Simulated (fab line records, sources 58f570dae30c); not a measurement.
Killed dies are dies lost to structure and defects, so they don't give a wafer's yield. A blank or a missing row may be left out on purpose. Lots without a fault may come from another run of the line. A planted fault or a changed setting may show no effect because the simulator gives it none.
Which tool did it? | flow berkeley_cmos170 | 12 lots, 36 wafers sampled, at 1 step of a route of 331

WHAT THE GAUGES READ, wafer by wafer
UCB170_ACTIVE_THK_MEAS_03.
lot  | measured    | on            | ACTIVE_OXIDE_THK (nm)
L075 | day 4 03:13 | film_metro-03 | 25.2 25.8 25.6
L077 | day 4 09:39 | film_metro-01 | 26.2 26.6 26.1
L078 | day 4 18:58 | film_metro-03 | 25.9 26.3 25.7
L081 | day 5 02:25 | film_metro-03 | 25.9 26.2 26.1
L083 | day 5 18:31 | film_metro-01 | 26.9 26.6 26.4
L086 | day 5 22:44 | film_metro-03 | 26.9 26.5 26.9
L087 | day 6 04:08 | film_metro-02 | 25.3 25.9 25.5
L089 | day 7 00:11 | film_metro-02 | 25.5 26.0 25.8
L091 | day 7 07:35 | film_metro-01 | 27.3 27.3 27.3
L092 | day 7 17:45 | film_metro-02 | 25.7 26.1 26.1
L096 | day 8 06:11 | film_metro-02 | 26.3 26.2 25.7
L097 | day 8 12:55 | film_metro-02 | 26.9 26.7 27.0

WHICH TOOL RAN EACH LOT (tool, then ch and the chambers of the sampled wafers, then the start)
The record holds no process step before these readings.

THE ANSWER, worked out from the rows above alone
Rule: what is usual is taken from the lots themselves. Put in order of their means at a reading, lots are off if they are a third of the lots or fewer, leave a main group of 4 or more, and stand apart from it by a gap of 3 or more times the standard deviation of the main group's means; of several such gaps the widest counts. A main group whose means are all the same, to the digits that the tables above print for the reading, isn't used. A lot without any number at a reading at which 4 lots or more have one is off too. The other lots that the step has rows for count as sound.
No lot is off at any reading shown: from this, nothing can be told.

WHAT THE SIMULATOR HAD PUT IN
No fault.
